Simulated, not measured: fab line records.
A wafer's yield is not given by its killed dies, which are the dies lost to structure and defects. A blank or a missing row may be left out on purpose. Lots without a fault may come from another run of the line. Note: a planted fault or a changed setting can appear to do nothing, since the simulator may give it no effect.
fab line records ; flow berkeleyCmos170
record lots=15; wafers=45; lastDay=13
route steps=331 shown PWELL@51 PFIELD@86 FIELD@96 NVT@112
lots untouched by any fault: they come from a run of this same line in which no faults occurred
startH: hours from the record's opening day to when the first of the lot's shown wafers began ; waitH: time in hours since the lot's previous step ; " identical to the entry in the row above ; L1.1+2: a single row standing in for several wafers ; - no value, or no start was given ; * or withheld: withheld ; < > ~ a bound
route shown NAME@n: a module of which the file shows steps, and the number in the route of the first ; usual: average and standard deviation across the fault-free wafers ; same: alike in all rows ; chamber/n: place in a boat ; sites: per-site readings ; _std_site: the values' standard deviation ; _edge_site: outer sites' mean less inner sites' ; radiusMm: for every site, how far away it sits from the centre of the wafer ; mask NAME#n: copy n ; behind: the most recent tool/chamber to have shaped the wafer ; hold: the reason the lot was held/the length of the hold in hours/how it ended ; device: the transistor (n, p or np) that didn't switch ; end of line: tests run on the same wafers once the route is complete ; where a step has no rows: the recipe by itself ; killed: at the first sort, the dies lost to defects and structure; wafer yield is something else ; map: the dies of a wafer, with x for killed, . for not killed, _ for no die there
set.NAME: the run value of the setting; set.NAME@STEP: its run value at that earlier step ; model.NAME: the simulator's own value behind a step, which no gauge read
steps of the route over a sample of lots; a table a step, a row a wafer
services: a tool's chamber out of use, with start hour (startH, from the record's first day; less than 0 if before it), hours out, and reason
## steps
# step UCB170_PWELL_TW_MEAS_17
# usual PWELL_TW=380.0/2
lot.wafer;tool;chamber;startH;waitH;PWELL_TW
L241.3;filmMetro-04;-;63.26;0.1;379.4
L241.4;filmMetro-04;-;63.26;0.1;379.8
L241.5;filmMetro-04;-;63.26;0.1;377.6
L243.3;filmMetro-04;-;70.29;0.1;382.2
L243.4;filmMetro-04;-;70.29;0.1;379.8
L243.5;filmMetro-04;-;70.29;0.1;379.2
L242.3;filmMetro-01;-;72.74;0.1;380.1
L242.5;filmMetro-01;-;72.74;0.1;380.3
L242.6;filmMetro-01;-;72.74;0.1;379.4
L244.1;filmMetro-01;-;89.61;0.1;378.8
L244.3;filmMetro-01;-;89.61;0.1;381.1
L244.6;filmMetro-01;-;89.61;0.1;379.5
L248.2;filmMetro-04;-;89.97;0.1;378.2
L248.3;filmMetro-04;-;89.97;0.1;380.5
L248.5;filmMetro-04;-;89.97;0.1;378.3
L249.3;filmMetro-04;-;90.53;0.1;381.2
L249.5;filmMetro-04;-;90.53;0.1;381.3
L249.6;filmMetro-04;-;90.53;0.1;380.5
L247.1;filmMetro-02;-;94.74;0.1;375.9
L247.4;filmMetro-02;-;94.74;0.1;374.4
L247.5;filmMetro-02;-;94.74;0.1;376.0
L251.1;filmMetro-04;-;103.64;0.1;380.4
L251.5;filmMetro-04;-;103.64;0.1;382.6
L251.6;filmMetro-04;-;103.64;0.1;380.6
L252.2;filmMetro-01;-;115.67;0.1;379.8
L252.3;filmMetro-01;-;115.67;0.1;380.7
L252.6;filmMetro-01;-;115.67;0.1;380.2
L253.1;filmMetro-01;-;119.31;0.1;377.9
L253.2;filmMetro-01;-;119.31;0.1;377.0
L253.4;filmMetro-01;-;119.31;0.1;378.4
L256.3;filmMetro-01;-;130.64;0.1;382.8
L256.4;filmMetro-01;-;130.64;0.1;379.8
L256.6;filmMetro-01;-;130.64;0.1;382.0
L257.2;filmMetro-04;-;141.53;0.1;380.9
L257.3;filmMetro-04;-;141.53;0.1;381.8
L257.4;filmMetro-04;-;141.53;0.1;379.9
L260.1;filmMetro-04;-;154.08;0.1;383.5
L260.4;filmMetro-04;-;154.08;0.1;378.1
L260.5;filmMetro-04;-;154.08;0.1;378.3
L261.1;filmMetro-04;-;165.42;0.1;380.2
L261.5;filmMetro-04;-;165.42;0.1;383.4
L261.6;filmMetro-04;-;165.42;0.1;381.0
L263.2;filmMetro-01;-;172.48;0.1;381.2
L263.3;filmMetro-01;-;172.48;0.1;379.6
L263.4;filmMetro-01;-;172.48;0.1;380.3
# step UCB170_PFIELD_IMPLANT_07
# recipe species=B; doseCm2=2e+13; energyKev=80.63; tiltDeg=7
# usual doseIonsCm2=1.9999e+13/2.4e+10; faradayCurrentUA=63.4/1.4
# same implantIonAmu=11
lot.wafer;tool;chamber;startH;waitH;doseIonsCm2;faradayCurrentUA
L241.3;implanter-01;0;96.19;0.1;2e+13;62.0
L241.4;implanter-01;0;96.19;0.1;1.9973e+13;62.9
L241.5;implanter-01;0;96.19;0.1;1.9974e+13;64.4
L243.3;implanter-04;0;112.24;0.1;2.0005e+13;60.6
L243.4;implanter-04;0;112.24;0.1;2.0003e+13;63.8
L243.5;implanter-04;0;112.24;0.1;2.0008e+13;63.4
L242.3;implanter-01;0;112.33;0.1;2.0012e+13;64.5
L242.5;implanter-01;0;112.33;0.1;2.0013e+13;63.8
L242.6;implanter-01;0;112.33;0.1;1.9982e+13;61.9
L248.2;implanter-01;0;132.35;0.0;1.9992e+13;64.3
L248.3;implanter-01;0;132.35;0.0;2.0006e+13;62.8
L248.5;implanter-01;0;132.35;0.0;2.0019e+13;62.7
L244.1;implanter-01;0;132.64;0.0;1.9942e+13;63.4
L244.3;implanter-01;0;132.64;0.0;1.9989e+13;64.2
L244.6;implanter-01;0;132.64;0.0;1.997e+13;65.3
L249.3;implanter-04;0;132.65;0.1;2.0002e+13;63.0
L249.5;implanter-04;0;132.65;0.1;1.9993e+13;62.8
L249.6;implanter-04;0;132.65;0.1;1.9996e+13;62.9
L247.1;implanter-04;0;134.85;0.0;2.0018e+13;62.2
L247.4;implanter-04;0;134.85;0.0;2.0018e+13;64.4
L247.5;implanter-04;0;134.85;0.0;2.0016e+13;64.0
L251.1;implanter-04;0;143.34;0.0;2.8398e+13;95.2
L251.5;implanter-04;0;143.34;0.0;2.8409e+13;89.2
L251.6;implanter-04;0;143.34;0.0;2.8428e+13;90.5
L253.1;implanter-04;0;151.54;0.0;2.8403e+13;89.4
L253.2;implanter-04;0;151.54;0.0;2.8415e+13;88.5
L253.4;implanter-04;0;151.54;0.0;2.8371e+13;90.7
L252.2;implanter-01;0;152.56;0.0;2.001e+13;61.4
L252.3;implanter-01;0;152.56;0.0;1.9997e+13;63.9
L252.6;implanter-01;0;152.56;0.0;1.9987e+13;62.1
L256.3;implanter-04;0;163.07;0.1;2.8377e+13;87.7
L256.4;implanter-04;0;163.07;0.1;2.8353e+13;91.0
L256.6;implanter-04;0;163.07;0.1;2.835e+13;90.1
L257.2;implanter-02;0;179.02;0.0;2.0033e+13;64.4
L257.3;implanter-02;0;179.02;0.0;2.0031e+13;65.0
L257.4;implanter-02;0;179.02;0.0;2.0025e+13;64.4
L260.1;implanter-01;0;188.10;0.0;1.9991e+13;62.7
L260.4;implanter-01;0;188.10;0.0;1.9998e+13;63.1
L260.5;implanter-01;0;188.10;0.0;1.9983e+13;62.2
L261.1;implanter-01;0;200.91;0.0;2.0029e+13;61.7
L261.5;implanter-01;0;200.91;0.0;1.9992e+13;67.1
L261.6;implanter-01;0;200.91;0.0;2.0025e+13;62.7
L263.2;implanter-01;0;210.84;0.0;1.999e+13;63.8
L263.3;implanter-01;0;210.84;0.0;1.9992e+13;64.9
L263.4;implanter-01;0;210.84;0.0;1.9997e+13;65.0
# step UCB170_PFIELD_TW_MEAS_09
# usual PFIELD_TW=603.3/2.5
lot.wafer;tool;chamber;startH;waitH;PFIELD_TW
L241.3;filmMetro-03;-;96.41;0.1;601.0
L241.4;filmMetro-03;-;96.41;0.1;602.0
L241.5;filmMetro-03;-;96.41;0.1;604.9
L243.3;filmMetro-01;-;112.46;0.1;604.5
L243.4;filmMetro-01;-;112.46;0.1;603.6
L243.5;filmMetro-01;-;112.46;0.1;603.0
L242.3;filmMetro-03;-;112.56;0.1;604.0
L242.5;filmMetro-03;-;112.56;0.1;603.0
L242.6;filmMetro-03;-;112.56;0.1;602.2
L248.2;filmMetro-01;-;132.59;0.1;602.5
L248.3;filmMetro-01;-;132.59;0.1;603.0
L248.5;filmMetro-01;-;132.59;0.1;604.8
L249.3;filmMetro-03;-;132.87;0.1;601.1
L249.5;filmMetro-03;-;132.87;0.1;602.1
L249.6;filmMetro-03;-;132.87;0.1;602.2
L244.1;filmMetro-01;-;132.95;0.1;601.5
L244.3;filmMetro-01;-;132.95;0.1;602.1
L244.6;filmMetro-01;-;132.95;0.1;603.6
L247.1;filmMetro-01;-;135.10;0.1;603.4
L247.4;filmMetro-01;-;135.10;0.1;604.2
L247.5;filmMetro-01;-;135.10;0.1;600.4
L251.1;filmMetro-01;-;143.59;0.1;672.5
L251.5;filmMetro-01;-;143.59;0.1;674.5
L251.6;filmMetro-01;-;143.59;0.1;670.8
L253.1;filmMetro-03;-;151.79;0.1;669.3
L253.2;filmMetro-03;-;151.79;0.1;672.8
L253.4;filmMetro-03;-;151.79;0.1;669.6
L252.2;filmMetro-03;-;152.80;0.1;600.0
L252.3;filmMetro-03;-;152.80;0.1;598.8
L252.6;filmMetro-03;-;152.80;0.1;601.0
L256.3;filmMetro-04;-;163.29;0.1;676.4
L256.4;filmMetro-04;-;163.29;0.1;674.7
L256.6;filmMetro-04;-;163.29;0.1;674.0
L257.2;filmMetro-04;-;179.26;0.1;600.8
L257.3;filmMetro-04;-;179.26;0.1;598.8
L257.4;filmMetro-04;-;179.26;0.1;597.1
L260.1;filmMetro-04;-;188.35;0.1;598.0
L260.4;filmMetro-04;-;188.35;0.1;600.9
L260.5;filmMetro-04;-;188.35;0.1;603.2
L261.1;filmMetro-04;-;201.16;0.1;605.5
L261.5;filmMetro-04;-;201.16;0.1;604.1
L261.6;filmMetro-04;-;201.16;0.1;607.2
L263.2;filmMetro-04;-;211.07;0.1;606.8
L263.3;filmMetro-04;-;211.07;0.1;605.7
L263.4;filmMetro-04;-;211.07;0.1;606.4
# step UCB170_FIELD_THK_MEAS_90
# recipe reads=SiO2_of_FIELD_OXIDATION_01
# usual FIELD_OXIDE_LEFT_1_THK=448/9.2
lot.wafer;tool;chamber;startH;waitH;FIELD_OXIDE_LEFT_1_THK[nm]
L241.3;filmMetro-01;-;112.69;0.0;452
L241.4;filmMetro-01;-;112.69;0.0;451
L241.5;filmMetro-01;-;112.69;0.0;451
L242.3;filmMetro-02;-;132.06;0.0;445
L242.5;filmMetro-02;-;132.06;0.0;455
L242.6;filmMetro-02;-;132.06;0.0;444
L243.3;filmMetro-01;-;132.06;0.0;448
L243.4;filmMetro-01;-;132.06;0.0;455
L243.5;filmMetro-01;-;132.06;0.0;462
L248.2;filmMetro-01;-;149.24;0.0;452
L248.3;filmMetro-01;-;149.24;0.0;467
L248.5;filmMetro-01;-;149.24;0.0;457
L244.1;filmMetro-04;-;149.29;0.1;455
L244.3;filmMetro-04;-;149.29;0.1;450
L244.6;filmMetro-04;-;149.29;0.1;459
L247.1;filmMetro-02;-;149.29;0.0;458
L247.4;filmMetro-02;-;149.29;0.0;459
L247.5;filmMetro-02;-;149.29;0.0;460
L249.3;filmMetro-01;-;149.31;0.0;456
L249.5;filmMetro-01;-;149.31;0.0;449
L249.6;filmMetro-01;-;149.31;0.0;451
L251.1;filmMetro-04;-;157.77;0.0;442
L251.5;filmMetro-04;-;157.77;0.0;450
L251.6;filmMetro-04;-;157.77;0.0;440
L253.1;filmMetro-04;-;169.62;0.0;465
L253.2;filmMetro-04;-;169.62;0.0;455
L253.4;filmMetro-04;-;169.62;0.0;452
L252.2;filmMetro-01;-;169.63;0.0;437
L252.3;filmMetro-01;-;169.63;0.0;445
L252.6;filmMetro-01;-;169.63;0.0;445
L256.3;filmMetro-01;-;180.23;0.0;463
L256.4;filmMetro-01;-;180.23;0.0;453
L256.6;filmMetro-01;-;180.23;0.0;457
L257.2;filmMetro-02;-;195.82;0.0;467
L257.3;filmMetro-02;-;195.82;0.0;455
L257.4;filmMetro-02;-;195.82;0.0;461
L260.1;filmMetro-01;-;204.86;0.0;436
L260.4;filmMetro-01;-;204.86;0.0;434
L260.5;filmMetro-01;-;204.86;0.0;434
L261.1;filmMetro-02;-;216.83;0.0;445
L261.5;filmMetro-02;-;216.83;0.0;441
L261.6;filmMetro-02;-;216.83;0.0;443
L263.2;filmMetro-04;-;230.11;0.0;439
L263.3;filmMetro-04;-;230.11;0.0;437
L263.4;filmMetro-04;-;230.11;0.0;441
# step UCB170_NVT_STRIP_08
# recipe chemistry=O2; powerW=400; pressureMtorr=3500; platenTempC=withheld; o2FlowSccm=400; overashFraction=0.5
# usual drypumpMotorCurrentA=6.2/0.39; o2FlowSccm=399.8/1.2; oesProductAu=0.734/0.0046; stripTimeToEndpointS=21.64/0.056
lot.wafer;tool;chamber;startH;waitH;drypumpMotorCurrentA;o2FlowSccm;oesProductAu;rfHoursCounterH;stripTimeToEndpointS
L241.3;plasmaAsher-01;0;136.43;0.1;6.4;399.0;0.745;-;21.55
L241.4;plasmaAsher-01;1;136.43;0.1;5.4;401.0;0.735;-;21.67
L241.5;plasmaAsher-01;1;136.43;0.1;5.4;401.4;0.736;-;21.63
L242.3;plasmaAsher-04;0;150.29;0.1;6.6;398.7;0.735;-;21.65
L242.5;plasmaAsher-04;1;150.29;0.1;6.1;400.7;0.739;-;21.68
L242.6;plasmaAsher-04;0;150.29;0.1;6.6;397.5;0.728;-;21.61
L243.3;plasmaAsher-04;1;151.02;0.1;6.1;399.7;0.736;-;21.65
L243.4;plasmaAsher-04;0;151.02;0.1;6.6;399.6;0.735;-;21.67
L243.5;plasmaAsher-04;0;151.02;0.1;6.6;399.3;0.736;-;21.68
L249.3;plasmaAsher-01;1;168.81;0.1;5.4;400.9;0.737;-;21.65
L249.5;plasmaAsher-01;0;168.81;0.1;6.4;399.2;0.744;-;21.63
L249.6;plasmaAsher-01;1;168.81;0.1;5.4;399.7;0.741;-;21.63
L247.1;plasmaAsher-04;1;169.18;0.1;6.1;400.1;0.731;40;21.60
L247.4;plasmaAsher-04;1;169.18;0.1;6.1;399.8;0.731;-;21.59
L247.5;plasmaAsher-04;1;169.18;0.1;6.1;401.4;0.733;-;21.62
L244.1;plasmaAsher-01;0;169.33;0.1;6.4;398.9;0.737;6;21.82
L244.3;plasmaAsher-01;0;169.33;0.1;6.4;399.6;0.734;-;21.76
L244.6;plasmaAsher-01;0;169.33;0.1;6.4;397.6;0.731;-;21.70
L248.2;plasmaAsher-04;0;169.60;0.1;6.6;399.7;0.730;40;21.56
L248.3;plasmaAsher-04;0;169.60;0.1;6.6;401.6;0.736;-;21.61
L248.5;plasmaAsher-04;1;169.60;0.1;6.1;398.9;0.737;-;21.61
L251.1;plasmaAsher-02;0;178.01;0.1;6.4;401.5;0.734;46;21.57
L251.5;plasmaAsher-02;0;178.01;0.1;6.4;402.1;0.733;-;21.57
L251.6;plasmaAsher-02;1;178.01;0.1;5.9;399.1;0.733;-;21.62
L252.2;plasmaAsher-02;1;189.60;0.1;5.9;402.1;0.742;47;21.62
L252.3;plasmaAsher-02;1;189.60;0.1;5.9;400.0;0.734;-;21.65
L252.6;plasmaAsher-02;0;189.60;0.1;6.4;400.8;0.733;-;21.73
L253.1;plasmaAsher-04;1;189.87;0.1;6.1;398.1;0.723;42;21.69
L253.2;plasmaAsher-04;0;189.87;0.1;6.6;398.9;0.731;42;21.66
L253.4;plasmaAsher-04;1;189.87;0.1;6.1;399.8;0.736;-;21.75
L256.3;plasmaAsher-04;1;201.28;0.1;6.1;399.6;0.725;-;21.64
L256.4;plasmaAsher-04;0;201.28;0.1;6.6;399.5;0.729;-;21.65
L256.6;plasmaAsher-04;1;201.28;0.1;6.1;399.2;0.729;-;21.64
L257.2;plasmaAsher-01;1;213.84;0.1;5.4;399.2;0.726;11;21.75
L257.3;plasmaAsher-01;1;213.84;0.1;5.4;399.0;0.726;-;21.69
L257.4;plasmaAsher-01;0;213.84;0.1;6.4;401.0;0.729;-;21.72
L260.1;plasmaAsher-01;0;227.16;0.1;6.4;399.9;0.733;13;21.60
L260.4;plasmaAsher-01;1;227.16;0.1;5.4;399.5;0.729;-;21.58
L260.5;plasmaAsher-01;0;227.16;0.1;6.3;398.9;0.740;-;21.57
L261.1;plasmaAsher-04;1;237.77;0.1;6.1;399.5;0.736;48;21.68
L261.5;plasmaAsher-04;1;237.77;0.1;6.1;399.0;0.738;-;21.71
L261.6;plasmaAsher-04;0;237.77;0.1;6.6;401.9;0.726;-;21.71
L263.2;plasmaAsher-02;0;245.75;0.1;6.4;398.3;0.730;54;21.58
L263.3;plasmaAsher-02;1;245.75;0.1;5.9;399.5;0.733;-;21.52
L263.4;plasmaAsher-02;0;245.75;0.1;6.4;398.4;0.729;-;21.51
## services
tool;chamber;startH;hours;kind
plasmaAsher-04;-;80.54;1.0;repair
plasmaAsher-04;-;84.98;2.1;repair
plasmaAsher-01;-;97.79;5.6;repair
plasmaAsher-01;-;108.75;9.0;pm
plasmaAsher-01;0;108.75;9.0;ventCycle
plasmaAsher-01;1;108.75;9.0;ventCycle
plasmaAsher-01;0;117.75;-;clean
plasmaAsher-01;1;117.75;-;clean
implanter-02;-;122.96;1.2;repair
plasmaAsher-04;-;127.14;1.7;repair
plasmaAsher-04;-;127.64;11.0;repair
implanter-02;-;172.92;5.2;pm
implanter-01;-;178.55;2.4;repair
implanter-01;-;183.71;2.0;repair
plasmaAsher-04;-;192.81;0.7;repair
implanter-04;-;220.77;4.1;repair
plasmaAsher-02;-;241.70;2.9;repair
## key
firstSign step=UCB170_PFIELD_IMPLANT_07; reading=doseIonsCm2; direction=up; sigmas=99+; usual=1.9999e+13; struck=2.8389e+13
effect step=UCB170_PFIELD_IMPLANT_07; reading=faradayCurrentUA; direction=up; sigmas=20; usual=63.4; struck=90.3
effect step=UCB170_PFIELD_TW_MEAS_09; reading=PFIELD_TW; direction=up; sigmas=28; usual=603.3; struck=672.7
metAt UCB170_PFIELD_IMPLANT_07
struckLots L251,L253,L256
testerLeftOut L251,L253,L256
notActingAt UCB170_PWELL_TW_MEAS_17,UCB170_FIELD_THK_MEAS_90,UCB170_NVT_STRIP_08
onsetBetween 134.85 143.34
fault kind=processParameterDrift; tool=implanter-04; chamber=-; onsetH=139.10; steps=UCB170_PFIELD_IMPLANT_07; channel=doseCm2; offset=8.4e+12; shape=step; endH=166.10; actsIn=theseRecipesOnly; stated=2e+13
# testerLeftOut: of these lots the tester's yield and bins aren't shown, on N5 and GAA mostly nor the transistor test; their killed dies are dies lost to structure and defects alone, not to doping, threshold or leakage, so they don't give the yield
